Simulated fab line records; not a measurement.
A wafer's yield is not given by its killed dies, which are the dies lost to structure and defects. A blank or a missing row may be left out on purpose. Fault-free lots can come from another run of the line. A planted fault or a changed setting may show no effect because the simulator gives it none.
Struck lot and sound lot, side by side | flow berkeley-cmos170 | 23 steps out of a route of 331
Sound: these wafers, L505.1, L505.2, L505.3. Wafers L510.2, L510.3, L510.4 were the ones struck. The cause is given at the end.
Order at every step that has rows: each side's tool, ch and its chambers, its first start. Under that, the readings that differ: sound wafers | struck wafers | difference of the means | sigmas: that difference in standard deviations of wafers without a fault.
alike: readings whose means differ by less than 2 such deviations, and words and numbers that are the same on both sides. not compared: withheld readings, readings that some wafer has no value for, bounds like >300 that may hide the same value, and numbers for which the record gives no deviation and whose values overlap.
The two part at a step that has a row with sigmas, a row that says differs or no value, or rows on one side only. Numbers that don't overlap but have no deviation are shown without sigmas and don't part them. A reading that every wafer of one side lacks parts them only if that side has two wafers or more.

first, 3 steps without rows for these wafers: UCB170_ZERO_EXPOSE_03 (exposes mask PM MARKS, target cd 4000 nm); UCB170_ZERO_PEB_04; UCB170_ZERO_DEVELOP_05 (develop time 45 s).
UCB170_ZERO_ETCH_06: etches SiO2 in CHF3/CF4/Ar, time 12 s.
  sound on rie-diel-03 ch 0,2,3, day 3 04:47; struck on rie-diel-03 ch 0,1,2, day 4 02:03
  alike: CHF3_flow_sccm, chamber-pressure-mTorr, drypump-motor-current-A, oes-product-au, throttle-valve-pct
  not compared: rf-hours-counter-h
UCB170_ZERO_STRIP_07: strips in O2.
  sound on plasma-asher-04 ch 0,1, day 3 04:49; struck on plasma-asher-01 ch 0,1, day 4 02:05
  alike: chamber-pressure-mTorr, drypump-motor-current-A, oes-product-au, strip-time-to-endpoint-s
  not compared: rf-hours-counter-h
then, 2 steps without rows for these wafers: UCB170_NWELL_WET_ETCH_00 (etches SiO2 in dHF, time 200 s); UCB170_NWELL_OXIDATION_01 (target thk 26.4 nm, ox time 1260 s).
UCB170_NWELL_THK_MEAS_02:
  sound on film-metro-03 at day 3 10:12; struck on film-metro-03 at day 4 08:25
  alike: NWELL_OXIDE_THK
then, 2 steps without rows for these wafers: UCB170_NWELL_ANNEAL_03 (time 900 s); UCB170_NWELL_CVD_04 (deposits Si3N4 from SiH2Cl2/NH3, target thk 224 nm, time 3360 s).
UCB170_NWELL_THK_MEAS_05:
  sound on film-metro-03 at day 3 18:44; struck on film-metro-04 at day 4 16:06
  reading                | sound             | struck            | difference | sigmas
  NWELL_NITRIDE_THK (nm) | 224.2 225.5 223.6 | 220.9 220.1 220.7 | -3.9       | -2
then, 1 step without rows for these wafers: UCB170_NWELL_HMDS_06 (prime time 60 s).
UCB170_NWELL_COAT_07: resist thk 900 nm.
  sound on litho-track-03 ch 0, day 3 19:32; struck on litho-track-03 ch 0, day 4 16:36
  reading                                | sound             | struck            | difference | sigmas
  model.KrF_of_NWELL_COAT_07.thk-nm (nm) | 899.5 899.1 900.8 | 953.8 958.3 957.7 | +56.8      |
  alike: spin-speed-rpm
then, 4 steps without rows for these wafers: UCB170_NWELL_SOFTBAKE_08 (time 60 s); UCB170_NWELL_EXPOSE_09 (exposes mask NWELL, target cd 3000 nm); UCB170_NWELL_PEB_10; UCB170_NWELL_DEVELOP_11 (develop time 45 s).
UCB170_NWELL_OVL_MEAS_12:
  sound on overlay-01 at day 3 20:54; struck on overlay-02 at day 4 18:20
  alike: NWELL_OVL
UCB170_NWELL_ETCH_13: etches Si3N4 in CH3F/Ar/O2, stops on SiO2, target depth 246.4 nm, time 154 s.
  sound on rie-diel-02 ch 0,2,3, day 3 20:56; struck on rie-diel-02 ch 0,2,3, day 4 18:22
  reading                                | sound             | struck            | difference | sigmas
  model.KrF_of_NWELL_COAT_07.thk-nm (nm) | 717.9 718.2 723.3 | 774.7 778.5 776.7 | +56.8      |
  alike: chamber-pressure-mTorr, drypump-motor-current-A, oes-product-au, throttle-valve-pct
  not compared: rf-hours-counter-h
following that, these wafers have no rows for 1 step: UCB170_NWELL_IMPLANT_14.
UCB170_NWELL_STRIP_15: strips in O2.
  sound on plasma-asher-04 ch 0,1, day 3 21:11; struck on plasma-asher-02 ch 0,1, day 4 18:37
  reading                      | sound             | struck            | difference | sigmas
  strip-time-to-endpoint-s (s) | 17.94 17.93 18.06 | 19.29 19.37 19.33 | +1.35      | +12
  alike: chamber-pressure-mTorr, drypump-motor-current-A, oes-product-au
  not compared: rf-hours-counter-h
UCB170_NWELL_TW_MEAS_16:
  sound on film-metro-04 at day 3 21:17; struck on film-metro-04 at day 4 18:43
  alike: NWELL_TW
-- the record jumps here: 7 days lie between the struck wafers' starts before and after (it left off in module NWELL and takes up again in module M3, whose first step shown is number 331 of the route) --
UCB170_M3_PROBE_99:
  the record has rows for the struck wafers here (prober-01, day 11 08:01) and none for the sound ones

== WHERE THEY PART ==
Last at UCB170_M3_PROBE_99 as far as this record goes, first at UCB170_NWELL_THK_MEAS_05.

WHY: the cause the simulator had injected
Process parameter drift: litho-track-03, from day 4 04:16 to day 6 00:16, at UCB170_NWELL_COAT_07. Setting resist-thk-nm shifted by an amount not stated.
